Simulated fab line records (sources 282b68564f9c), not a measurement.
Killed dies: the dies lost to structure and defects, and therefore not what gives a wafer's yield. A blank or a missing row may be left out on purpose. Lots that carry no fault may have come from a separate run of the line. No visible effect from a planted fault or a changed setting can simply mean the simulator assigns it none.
fab line records	flow rit_cmos
record lots=6	wafers=18	last_day=7
route steps=202 shown PSD@150 SDANNEAL@153 NSD@158 PLDD@159 NLDD@160 SILICIDE@161 M1@202
lots that met no fault: from a run of the same line without faults
start_h: hours from the record's opening day to when the first of the lot's shown wafers began	wait_h: time in hours since the lot's previous step	" same as the row above	L1.1+2: a row that stands for several wafers	- value missing, or start not given	* or withheld: withheld	< > ~ a bound
route shown NAME@n: NAME is a module with steps in the file, n the number in the route of the first one	usual: the fault-free wafers' mean and standard deviation	same: alike in all rows	chamber/n: place in a boat	sites: the reading at each site	_std_site: standard deviation of those values	_edge_site: inner sites' mean taken away from outer sites' mean	radius_mm: how far each site lies from the wafer's centre	mask NAME#n: copy n	behind: tool/chamber where the wafer was last shaped	hold: why the lot went on hold/how many hours it stayed there/how the hold came to an end	device: the transistor (n, p or np) that didn't switch	end of line: the route-end tests of the same wafers	a step with no rows: only its recipe	killed: the dies lost at the first sort to structure and to defects; this is not the yield of the wafer	map: a wafer's dies, marking killed ones x, the rest . and places with no die _
set.NAME: the setting that was run; set.NAME@STEP: the one run at that earlier step	model.NAME: the simulator's own value behind a step, which no gauge read
lots at selected steps of the route; one table per step, one row per wafer
services: from which hour (start_h, from the record's first day; less than 0 if before it) a tool's chamber was out of use, for how many hours, and why
## steps
# step RIT_PSD_IMPLANT_08
# recipe species=BF2	energy_kev=27.4	dose_cm2=5e+15	tilt_deg=7
# step RIT_PSD_STRIP_09
# recipe chemistry=O2	time_s=180	resist=NOVOLAK	platen_temp_c=withheld	power_w=500	pressure_mtorr=4000	o2_flow_sccm=4000
# usual chamber_pressure_mTorr=4000/3.4	drypump_motor_current_A=5.9/0.66	rf_refl_power_W=5.6/0.94
# same time_s=180
lot.wafer	tool	chamber	start_h	wait_h	chamber_pressure_mTorr	drypump_motor_current_A	rf_hours_counter_h	rf_refl_power_W
L604.3	plasma_asher-01	0	94.88	0.1	3996	6.8	-	5.4
L604.5	"	0	"	"	4000	6.8	-	5.8
L604.6	"	1	"	"	3997	5.6	-	4.4
L607.3	plasma_asher-01	1	113.04	0.1	4003	5.6	-	4.4
L607.5	"	1	"	"	3995	5.6	-	4.3
L607.6	"	0	"	"	4001	6.7	-	5.9
L608.1	plasma_asher-03	0	119.79	0.1	3999	6.2	47	7.3
L608.4	"	1	"	"	3999	4.9	-	5.4
L608.6	"	1	"	"	3996	4.9	-	5.4
L609.1	plasma_asher-01	0	121.81	0.1	4000	6.8	48	5.8
L609.5	"	1	"	"	3998	5.6	-	4.1
L609.6	"	0	"	"	3998	6.8	-	5.6
L611.3	plasma_asher-01	0	134.69	0.1	3996	6.7	-	5.4
L611.4	"	1	"	"	3997	5.6	-	4.2
L611.6	"	1	"	"	4000	5.6	-	4.4
L618.2	plasma_asher-01	1	165.71	0.1	4000	5.6	53	4.3
L618.3	"	1	"	"	3989	5.6	-	4.5
L618.4	"	0	"	"	3999	6.8	-	5.5
# step RIT_PSD_TW_MEAS_10
# usual PSD_TW=3494/21
lot.wafer	tool	chamber	start_h	wait_h	PSD_TW
L604.3	film_metro-03	-	95.02	0.1	3462
L604.5	"	-	"	"	3462
L604.6	"	-	"	"	3469
L607.3	film_metro-02	-	113.18	0.1	3524
L607.5	"	-	"	"	3542
L607.6	"	-	"	"	3483
L608.1	film_metro-03	-	119.97	0.1	3509
L608.4	"	-	"	"	3470
L608.6	"	-	"	"	3472
L609.1	film_metro-04	-	121.98	0.1	3515
L609.5	"	-	"	"	3503
L609.6	"	-	"	"	3502
L611.3	film_metro-04	-	134.83	0.1	3496
L611.4	"	-	"	"	3490
L611.6	"	-	"	"	3510
L618.2	film_metro-02	-	165.89	0.1	3482
L618.3	"	-	"	"	3479
L618.4	"	-	"	"	3467
# step RIT_SDANNEAL_CLEAN_00
# recipe chemistry=SC1	mix=3:3:50	time_s=600	temp_c=75
# step RIT_SDANNEAL_CLEAN_01
# recipe chemistry=dHF	dilution=50:1	time_s=30
# step RIT_SDANNEAL_CLEAN_02
# recipe chemistry=SC2	mix=3:3:50	time_s=600	temp_c=75	dry=n2_spin
# step RIT_SDANNEAL_RTA_03
# recipe temp_c=1050	time_s=5	idle_temp_c=600	ramp_up_c_per_s=342	ramp_down_c_per_s=171	cool_to_c=600	ambient=N2
# usual ramp_down_c_per_s=171.00/0.03	wafer_temp_C_max=1053.6/1.3
# same time_s=5
lot.wafer	tool	chamber	start_h	wait_h	ramp_down_c_per_s	wafer_temp_C_max
L604.3	rtp_anneal-01	0	95.62	0.0	170.98	1051.9
L604.5	"	0	"	"	171.04	1053.3
L604.6	"	0	"	"	171.02	1054.1
L607.3	rtp_anneal-02	0	113.95	0.0	171.03	1054.8
L607.5	"	0	"	"	171.00	1053.8
L607.6	"	0	"	"	170.97	1053.1
L608.1	rtp_anneal-01	0	120.41	0.0	170.96	1053.3
L608.4	"	0	"	"	171.01	1055.0
L608.6	"	0	"	"	171.00	1053.8
L609.1	rtp_anneal-02	0	122.59	0.0	171.01	1051.9
L609.5	"	0	"	"	170.98	1052.9
L609.6	"	0	"	"	171.04	1052.6
L611.3	rtp_anneal-02	0	135.28	0.0	171.01	1053.8
L611.4	"	0	"	"	171.00	1054.2
L611.6	"	0	"	"	171.01	1051.1
L618.2	rtp_anneal-01	0	166.51	0.0	170.99	1055.3
L618.3	"	0	"	"	170.99	1054.6
L618.4	"	0	"	"	171.04	1052.2
# step RIT_SDANNEAL_RS_MEAS_04
# recipe thk_meas_gauge=four-point-probe
# usual PSD_RS=115.08/0.29
lot.wafer	tool	chamber	start_h	wait_h	PSD_RS[ohm/sq]
L604.3	film_metro-04	-	95.70	0.1	114.88
L604.5	"	-	"	"	114.75
L604.6	"	-	"	"	114.84
L607.3	film_metro-04	-	114.03	0.1	115.27
L607.5	"	-	"	"	114.92
L607.6	"	-	"	"	115.01
L608.1	film_metro-02	-	120.47	0.0	115.16
L608.4	"	-	"	"	114.95
L608.6	"	-	"	"	114.79
L609.1	film_metro-03	-	122.65	0.0	115.59
L609.5	"	-	"	"	115.40
L609.6	"	-	"	"	115.70
L611.3	film_metro-03	-	135.36	0.1	114.97
L611.4	"	-	"	"	115.34
L611.6	"	-	"	"	115.19
L618.2	film_metro-04	-	166.58	0.1	115.06
L618.3	"	-	"	"	114.98
L618.4	"	-	"	"	115.15
# step RIT_SDANNEAL_RS_MEAS_05
# recipe thk_meas_gauge=four-point-probe
# usual NSD_RS=84.65/0.27
lot.wafer	tool	chamber	start_h	wait_h	NSD_RS[ohm/sq]
L604.3	film_metro-04	-	95.82	0.1	84.72
L604.5	"	-	"	"	85.02
L604.6	"	-	"	"	84.62
L607.3	film_metro-04	-	114.15	0.1	84.83
L607.5	"	-	"	"	84.71
L607.6	"	-	"	"	84.49
L608.1	film_metro-02	-	120.59	0.1	84.32
L608.4	"	-	"	"	84.60
L608.6	"	-	"	"	84.51
L609.1	film_metro-03	-	122.77	0.1	84.70
L609.5	"	-	"	"	84.84
L609.6	"	-	"	"	84.91
L611.3	film_metro-03	-	135.48	0.1	84.29
L611.4	"	-	"	"	84.25
L611.6	"	-	"	"	83.92
L618.2	film_metro-04	-	166.70	0.1	84.54
L618.3	"	-	"	"	84.53
L618.4	"	-	"	"	84.40
# step RIT_SDANNEAL_RS_MEAS_06
# recipe thk_meas_gauge=four-point-probe
# usual PLDD_RS=177.8/0.49
lot.wafer	tool	chamber	start_h	wait_h	PLDD_RS[ohm/sq]
L604.3	film_metro-04	-	95.94	0.1	177.3
L604.5	"	-	"	"	177.5
L604.6	"	-	"	"	177.6
L607.3	film_metro-04	-	114.27	0.1	178.1
L607.5	"	-	"	"	177.9
L607.6	"	-	"	"	177.5
L608.1	film_metro-02	-	120.71	0.1	177.4
L608.4	"	-	"	"	176.9
L608.6	"	-	"	"	177.8
L609.1	film_metro-03	-	122.89	0.1	178.7
L609.5	"	-	"	"	178.4
L609.6	"	-	"	"	178.8
L611.3	film_metro-03	-	135.60	0.1	177.9
L611.4	"	-	"	"	178.0
L611.6	"	-	"	"	177.7
L618.2	film_metro-04	-	166.82	0.1	178.0
L618.3	"	-	"	"	177.7
L618.4	"	-	"	"	177.8
# step RIT_SDANNEAL_RS_MEAS_07
# recipe thk_meas_gauge=four-point-probe
# usual NLDD_RS=151.9/0.53
lot.wafer	tool	chamber	start_h	wait_h	NLDD_RS[ohm/sq]
L604.3	film_metro-04	-	96.06	0.1	152.1
L604.5	"	-	"	"	151.9
L604.6	"	-	"	"	151.7
L607.3	film_metro-04	-	114.39	0.1	152.7
L607.5	"	-	"	"	151.7
L607.6	"	-	"	"	152.5
L608.1	film_metro-02	-	120.83	0.1	151.3
L608.4	"	-	"	"	151.7
L608.6	"	-	"	"	151.5
L609.1	film_metro-03	-	123.01	0.1	151.6
L609.5	"	-	"	"	151.4
L609.6	"	-	"	"	151.4
L611.3	film_metro-03	-	135.72	0.1	151.0
L611.4	"	-	"	"	151.5
L611.6	"	-	"	"	151.2
L618.2	film_metro-04	-	166.94	0.1	152.7
L618.3	"	-	"	"	152.2
L618.4	"	-	"	"	152.3
# step RIT_SILICIDE_WET_ETCH_00
# recipe chemistry=BOE	target=SiO2	target_depth_nm=14	time_s=15	dry=n2_spin	dilution=10:1	temp_c=21.5
# step RIT_SILICIDE_SPUTTER_01
# recipe material=Ti	target_thk_nm=30	power_w=354.1	chamber_pressure_pa=0.667	gas=Ar	time_s=240	substrate_temp_c=25
# usual throttle_valve_pct=29.8/1.4
lot.wafer	tool	chamber	start_h	wait_h	throttle_valve_pct	model.Ti_of_SILICIDE_SPUTTER_01.thk_nm
L604.3	pvd_sputter-04	-	96.15	0.0	30.1	29.74
L604.5	"	-	"	"	30.0	30.05
L604.6	"	-	"	"	30.4	30.75
L607.3	pvd_sputter-01	-	114.48	0.0	28.1	30.78
L607.5	"	-	"	"	32.5	30.4
L607.6	"	-	"	"	29.8	30.6
L608.1	pvd_sputter-04	-	120.96	0.0	30.4	31.34
L608.4	"	-	"	"	28.8	30.51
L608.6	"	-	"	"	28.9	30.59
L609.1	pvd_sputter-01	-	123.14	0.0	32.0	8.679
L609.5	"	-	"	"	28.0	9.221
L609.6	"	-	"	"	29.1	8.9
L611.3	pvd_sputter-01	-	135.82	0.0	32.1	8.684
L611.4	"	-	"	"	29.0	8.867
L611.6	"	-	"	"	29.6	9.201
L618.2	pvd_sputter-04	-	167.05	0.0	28.8	30.13
L618.3	"	-	"	"	28.3	30.01
L618.4	"	-	"	"	30.4	30.27
# step RIT_SILICIDE_RS_MEAS_02
# recipe thk_meas_gauge=four-point-probe	reads=Ti_of_SILICIDE_SPUTTER_01
# usual SILICIDE_TI_RS=47.2/0.74
lot.wafer	tool	chamber	start_h	wait_h	SILICIDE_TI_RS[ohm/sq]
L604.3	film_metro-01	-	96.34	0.1	48.3
L604.5	"	-	"	"	47.7
L604.6	"	-	"	"	46.3
L607.3	film_metro-02	-	114.67	0.1	46.3
L607.5	"	-	"	"	47.2
L607.6	"	-	"	"	46.8
L608.1	film_metro-01	-	121.11	0.1	45.3
L608.4	"	-	"	"	46.8
L608.6	"	-	"	"	46.7
L609.1	film_metro-02	-	123.29	0.1	243.4
L609.5	"	-	"	"	223.6
L609.6	"	-	"	"	234.6
L611.3	film_metro-04	-	136.01	0.1	242.9
L611.4	"	-	"	"	235.8
L611.6	"	-	"	"	224.5
L618.2	film_metro-01	-	167.22	0.1	47.6
L618.3	"	-	"	"	47.7
L618.4	"	-	"	"	47.3
# step RIT_SILICIDE_THK_MEAS_03
# recipe thk_meas_gauge=xrf	reads=Ti_of_SILICIDE_SPUTTER_01
# usual SILICIDE_TI_THK=30.3/0.4
lot.wafer	tool	chamber	start_h	wait_h	SILICIDE_TI_THK[nm]
L604.3	film_metro-01	-	96.44	0.1	29.8
L604.5	"	-	"	"	30.0
L604.6	"	-	"	"	30.7
L607.3	film_metro-02	-	114.77	0.1	30.4
L607.5	"	-	"	"	29.9
L607.6	"	-	"	"	30.3
L608.1	film_metro-01	-	121.23	0.1	31.3
L608.4	"	-	"	"	30.5
L608.6	"	-	"	"	30.6
L609.1	film_metro-02	-	123.41	0.1	8.6
L609.5	"	-	"	"	9.2
L609.6	"	-	"	"	8.9
L611.3	film_metro-04	-	136.11	0.1	8.7
L611.4	"	-	"	"	8.9
L611.6	"	-	"	"	9.2
L618.2	film_metro-01	-	167.33	0.1	30.2
L618.3	"	-	"	"	30.0
L618.4	"	-	"	"	30.1
# step RIT_SILICIDE_RTA_04
# recipe temp_c=650	time_s=10	idle_temp_c=25	ramp_up_s=5	ramp_down_s=5	cool_to_c=25	ambient=N2
# usual wafer_temp_C_max=653.8/0.82
# same time_s=10
lot.wafer	tool	chamber	start_h	wait_h	wafer_temp_C_max
L604.3	rtp_anneal-02	0	96.50	0.1	654.3
L604.5	"	0	"	"	654.0
L604.6	"	0	"	"	653.6
L607.3	rtp_anneal-01	0	114.84	0.1	655.7
L607.5	"	0	"	"	653.4
L607.6	"	0	"	"	653.3
L608.1	rtp_anneal-02	0	121.29	0.1	654.9
L608.4	"	0	"	"	656.0
L608.6	"	0	"	"	653.3
L609.1	rtp_anneal-01	0	123.47	0.1	652.6
L609.5	"	0	"	"	653.3
L609.6	"	0	"	"	652.5
L611.3	rtp_anneal-01	0	136.17	0.1	653.5
L611.4	"	0	"	"	654.1
L611.6	"	0	"	"	653.8
L618.2	rtp_anneal-02	0	167.39	0.1	654.4
L618.3	"	0	"	"	654.9
L618.4	"	0	"	"	654.3
# step RIT_M1_PROBE_99
# usual killed_at_M0_to_M3=0.1/0.34	killed_at_contacts=0.1/0.26	killed_at_front_end=7/3.1	killed_dies=7/3.1	killed_open=3.5/1.9	killed_short=3.4/2.1
# same gross_dies=264	killed_at_M4_up=0	killed_at_back_side=0	killed_at_other=0
lot.wafer	tool	chamber	start_h	wait_h	killed_at_M0_to_M3	killed_at_contacts	killed_at_front_end	killed_dies	killed_open	killed_short	model.etest.npoly_line.line_ohm_um	model.etest.ppoly_line.line_ohm_um	model.etest.npoly_line.rs_ohm_sq	model.etest.ppoly_line.rs_ohm_sq	model.etest.ppoly_line.width_nm	model.etest.npoly_line.width_nm	model.etest.npoly_sal.rs_ohm_sq	model.etest.ppoly_sal.rs_ohm_sq
L604.3	prober-01	-	106.27	0.2	0	0	9	9	6	3	173.1	165.3	17.07	16.46	100.4	99.84	4.349	4.318
L604.5	prober-01	-	106.37	0.2	0	0	8	8	6	2	171.8	165.8	17.09	16.61	99.12	98.82	4.35	4.284
L604.6	prober-01	-	106.42	0.2	0	0	7	7	5	2	166.5	163.9	16.84	16.34	99.09	98.73	4.291	4.221
L607.3	prober-02	-	122.07	0.2	0	0	6	6	4	2	168.6	163.8	16.8	16.29	100.2	99.28	4.236	4.186
L607.5	prober-02	-	122.17	0.2	0	0	7	7	2	5	169.5	160.8	16.89	16.43	99.56	98.52	4.301	4.274
L607.6	prober-02	-	122.22	0.2	0	0	2	2	0	2	166.3	160.7	16.66	16.35	102.3	101	4.25	4.248
L608.1	prober-01	-	128.10	0.1	0	0	7	7	5	2	155.1	146	16.38	15.8	107.5	106.7	4.18	4.105
L608.4	prober-01	-	128.25	0.2	0	0	5	5	0	5	163.1	155.2	16.85	16.27	104.7	104.5	4.246	4.229
L608.6	prober-01	-	128.35	0.2	0	0	7	7	2	5	156.6	149.4	16.52	16.13	107.2	106.4	4.236	4.248
L609.1	prober-02	-	130.38	0.1	0	0	9	9	6	3	453.8	409.1	55.54	49.48	123.4	121.9	16.95	16.31
L609.5	prober-02	-	130.58	0.2	0	0	7	7	4	2	428.1	401.6	52.32	47.26	120.3	119.8	15.8	15.28
L609.6	prober-02	-	130.63	0.2	0	0	8	8	3	5	455.5	406.3	53.7	48.68	120.7	119.6	16.31	15.7
L611.3	prober-02	-	142.99	0.2	0	0	6	6	2	4	452.5	394.1	54.74	49.38	124.5	124.2	16.81	16.22
L611.4	prober-02	-	143.04	0.2	0	0	9	9	2	7	440.8	390.9	54.18	48.17	123.5	122.7	16.46	15.87
L611.6	prober-02	-	143.14	0.2	0	1	10	11	6	5	420.6	380.5	52.43	46.77	122.5	121.8	15.81	15.29
L618.2	prober-01	-	174.30	0.1	0	0	4	4	3	1	166.8	164.9	16.88	16.39	100.8	100.8	4.312	4.282
L618.3	prober-01	-	174.35	0.2	1	0	9	10	3	7	167.9	160.7	17.07	16.55	101.8	101.4	4.345	4.291
L618.4	prober-01	-	174.40	0.2	0	0	4	4	0	4	165.3	161	16.88	16.33	101.4	101.6	4.277	4.273
# killed by level:class
L604.3 SPACER:geometric_particle:open=5 SPACER:geometric_particle:short=2 REOX:geometric_particle:short=1 REOX:geometric_particle:open=1
L604.5 SPACER:geometric_particle:open=3 FOX1:geometric_particle:open=1 FOX2:geometric_particle:short=1 FOX2:geometric_particle:open=1 GATE:geometric_particle:short=1 SILICIDE:geometric_particle:open=1
L604.6 REOX:geometric_particle:open=4 GATE:geometric_particle:short=1 GATE:geometric_particle:open=1 REOX:geometric_particle:short=1
L607.3 FOX1:geometric_particle:short=1 FOX2:geometric_particle:open=1 GATE:geometric_particle:short=1 GATE:geometric_particle:open=1 SPACER:geometric_particle:open=1 SILICIDE:geometric_particle:open=1
L607.5 GATE:geometric_particle:short=2 REOX:geometric_particle:short=2 FOX2:geometric_particle:open=1 GATE:geometric_particle:open=1 SPACER:geometric_particle:short=1
L607.6 FOX1:geometric_particle:short=1 REOX:geometric_particle:short=1
L608.1 GATE:geometric_particle:open=3 SPACER:geometric_particle:short=2 REOX:geometric_particle:open=1 SPACER:geometric_particle:open=1
L608.4 GATE:geometric_particle:short=2 REOX:geometric_particle:short=2 SILICIDE:geometric_particle:short=1
L608.6 GATE:geometric_particle:short=5 FOX2:geometric_particle:open=1 REOX:geometric_particle:open=1
L609.1 SPACER:geometric_particle:open=3 FOX1:geometric_particle:open=2 GATE:geometric_particle:short=2 FOX2:geometric_particle:short=1 GATE:geometric_particle:open=1
L609.5 FOX1:geometric_particle:open=2 SPACER:geometric_particle:open=2 FOX2:geometric_particle:short=1 GATE:geometric_particle:short=1 GATE:coat_microbubble_printed=1
L609.6 GATE:geometric_particle:short=3 GATE:geometric_particle:open=2 FOX1:geometric_particle:short=1 REOX:geometric_particle:open=1 SPACER:geometric_particle:short=1
L611.3 GATE:geometric_particle:short=2 GATE:geometric_particle:open=1 REOX:geometric_particle:short=1 REOX:geometric_particle:open=1 SILICIDE:geometric_particle:short=1
L611.4 REOX:geometric_particle:short=4 GATE:geometric_particle:short=3 SILICIDE:geometric_particle:open=2
L611.6 GATE:geometric_particle:short=4 GATE:geometric_particle:open=4 FOX1:geometric_particle:short=1 FOX1:geometric_particle:open=1 CONTACT:geometric_particle:open=1
L618.2 GATE:geometric_particle:open=2 GATE:geometric_particle:short=1 SILICIDE:geometric_particle:open=1
L618.3 GATE:geometric_particle:short=6 FOX2:geometric_particle:open=1 GATE:geometric_particle:open=1 REOX:geometric_particle:open=1 M1:geometric_particle:short=1
L618.4 FOX1:geometric_particle:short=1 GATE:geometric_particle:short=1 SPACER:geometric_particle:short=1 SILICIDE:geometric_particle:short=1
## services
tool	chamber	start_h	hours	kind
pvd_sputter-04	-	97.90	2.4	repair
pvd_sputter-04	-	100.49	1.0	repair
plasma_asher-03	-	160.65	8.0	repair
## key
first_sign step=RIT_SILICIDE_RS_MEAS_02	reading=SILICIDE_TI_RS	direction=up	sigmas=99+	usual=47.2	struck=234.2
effect step=RIT_SILICIDE_THK_MEAS_03	reading=SILICIDE_TI_THK	direction=down	sigmas=53	usual=30.3	struck=8.9
model_effect step=RIT_SILICIDE_SPUTTER_01	value=Ti_of_SILICIDE_SPUTTER_01.thk_nm	without=30.29	struck=8.925
model_effect step=RIT_M1_PROBE_99	value=etest.npoly_line.line_ohm_um	without=164.1	struck=441.9
met_at RIT_SILICIDE_SPUTTER_01
struck_wafers L609.1,L609.5,L609.6,L611.3,L611.4,L611.6
tester_left_out L609,L611
onset_between 114.48 123.14
also_fits RIT_SDANNEAL_RTA_03:rtp_anneal-02
fault kind=process_parameter_drift	tool=pvd_sputter-01	chamber=-	onset_h=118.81	steps=RIT_SILICIDE_SPUTTER_01	channel=target_thk_nm	offset=-21.118	shape=step	end_h=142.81	stated=30
# tester_left_out: of these lots the tester's yield and bins aren't shown, on N5 and GAA mostly nor the transistor test; their killed dies are dies lost to structure and defects alone, not to doping, threshold or leakage, so they don't give the yield
